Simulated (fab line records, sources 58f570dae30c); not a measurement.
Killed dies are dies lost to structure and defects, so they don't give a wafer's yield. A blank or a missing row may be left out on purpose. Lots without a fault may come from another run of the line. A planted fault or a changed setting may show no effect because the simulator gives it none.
Which tool did it? | flow berkeley_cmos170 | 14 lots, 42 wafers sampled, at 3 steps of a route of 331

WHAT THE GAUGES READ, wafer by wafer
UCB170_FIELD_THK_MEAS_90. Usual: FIELD_OXIDE_LEFT_1_THK 435 nm, standard deviation 11.
lot  | measured     | on            | FIELD_OXIDE_LEFT_1_THK (nm) | flag
L612 | day 6 03:17  | film_metro-02 | 429 446 437                 |
L613 | day 6 14:20  | film_metro-01 | 430 422 427                 |
L614 | day 6 14:18  | film_metro-03 | 421 429 429                 |
L617 | day 7 02:05  | film_metro-02 | 436 434 433                 |
L618 | day 7 09:28  | film_metro-03 | 422 430 425                 |
L619 | day 7 09:28  | film_metro-01 | 437 442 447                 |
L626 | day 9 05:44  | film_metro-03 | 440 432 427                 |
L629 | day 9 20:01  | film_metro-02 | 437 441 435                 |
L628 | day 9 20:02  | film_metro-01 | 437 431 443                 |
L631 | day 10 05:14 | film_metro-02 | 452 449 454                 |
L632 | day 10 11:52 | film_metro-03 | 440 432 438                 |
L633 | day 10 11:52 | film_metro-01 | 442 438 433                 |

UCB170_PVT_TW_MEAS_09. Usual: PVT_TW 505, standard deviation 4.5.
lot  | measured     | on            | PVT_TW      | flag
L612 | day 6 21:05  | film_metro-03 | 510 510 510 |
L613 | day 7 11:05  | film_metro-01 | 506 505 506 |
L614 | day 7 11:13  | film_metro-01 | 510 508 509 |
L617 | day 7 23:55  | film_metro-02 | 503 499 500 |
L618 | day 8 07:02  | film_metro-02 | 499 498 498 |
L619 | day 8 06:36  | film_metro-03 | 505 507 506 |
L626 | day 10 12:20 | film_metro-01 | 507 507 509 |
L629 | day 10 16:52 | film_metro-02 | 503 500 498 |
L628 | day 10 16:29 | film_metro-03 | 509 508 507 |
L631 | day 11 00:05 | film_metro-02 | 499 501 496 |
L632 | day 11 08:50 | film_metro-01 | 509 507 506 |
L633 | day 11 08:27 | film_metro-02 | 499 497 502 |

WHICH TOOL RAN EACH LOT (tool, then ch and the chambers of the sampled wafers, then the start)
lot  | UCB170_PWELL_WET_ETCH_19
L612 | wet_bench-01 ch 2, day 3 20:48
L613 | wet_bench-03 ch 0, day 4 07:23
L614 | wet_bench-02 ch 2, day 4 11:05
L617 | wet_bench-03 ch 2, day 4 19:49
L618 | wet_bench-01 ch 0, day 5 04:32
L619 | wet_bench-02 ch 3, day 5 04:37
L620 | wet_bench-03 ch 3, day 5 21:05
L621 | wet_bench-03 ch 3, day 5 21:05
L626 | wet_bench-02 ch 2, day 6 21:29
L629 | wet_bench-01 ch 1, day 7 09:58
L628 | wet_bench-02 ch 3, day 7 10:22
L631 | wet_bench-02 ch 1, day 7 17:08
L632 | wet_bench-02 ch 2, day 8 03:16
L633 | wet_bench-02 ch 0, day 8 03:16
- UCB170_PWELL_WET_ETCH_19: etches Si3N4 in H3PO4, time 14400 s.

WHAT THE TOOLS THEMSELVES READ (means of the sampled wafers that have a number; where no wafer has one, the mark that the record gives instead)
UCB170_PWELL_WET_ETCH_19. Usual: bath_guard_temp_C 159.8 C, standard deviation 0.53; bath_heat_duty_pct 27.6 %, standard deviation 2.6.
lot  | tool         | bath_guard_temp_C (C) | bath_heat_duty_pct (%) | flag
L612 | wet_bench-01 | 160.4                 | 25.3                   |
L613 | wet_bench-03 | 159.2                 | 30.7                   |
L614 | wet_bench-02 | 160.3                 | 30.8                   |
L617 | wet_bench-03 | 159.1                 | 28.8                   |
L618 | wet_bench-01 | 159.6                 | 28.1                   |
L619 | wet_bench-02 | 159.2                 | 28.1                   |
L620 | wet_bench-03 | -                     | -                      | OFF
L621 | wet_bench-03 | -                     | -                      | OFF
L626 | wet_bench-02 | 160.3                 | 28.7                   |
L629 | wet_bench-01 | 159.9                 | 27.6                   |
L628 | wet_bench-02 | 158.9                 | 28.9                   |
L631 | wet_bench-02 | 159.7                 | 24.9                   |
L632 | wet_bench-02 | 160.4                 | 29.8                   |
L633 | wet_bench-02 | 159.8                 | 26.2                   |

THE ANSWER, worked out from the rows above alone
Rule: a lot is off if the mean of its wafers that have a number lies more than 3 standard deviations from the usual mean. A lot without any number at a reading at which 4 lots or more have one is off too. The other lots that the step has rows for count as sound. The gauges are gone through in route order, then the tools' own readings, and for those a lot's mean is taken as printed above. The first step at which some lot is off is used, and at that step the reading that is off furthest; a lot without a number counts as furthest.
Off: L620, L621, at UCB170_PWELL_WET_ETCH_19 (bath_guard_temp_C). Without a number there: L620, L621.
A tool fits if, at that step or a process step before it, it ran every lot that is off, and no sound lot after the first of them. One fits: wet_bench-03 at UCB170_PWELL_WET_ETCH_19. Its last sound lot is L617 (day 4 19:49), its first lot that is off L620 (day 5 21:05): a fault that began between those two fits.
Blank at UCB170_PWELL_WET_ETCH_19 on the lots that are off, where sound lots have numbers: bath_guard_temp_C, bath_heat_duty_pct.

WHAT THE SIMULATOR HAD PUT IN
Skipped step whole: wet_bench-03, from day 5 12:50 on, at UCB170_PWELL_WET_ETCH_19. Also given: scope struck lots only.
Lots struck among those shown: L620, L621. The rule above found the same.
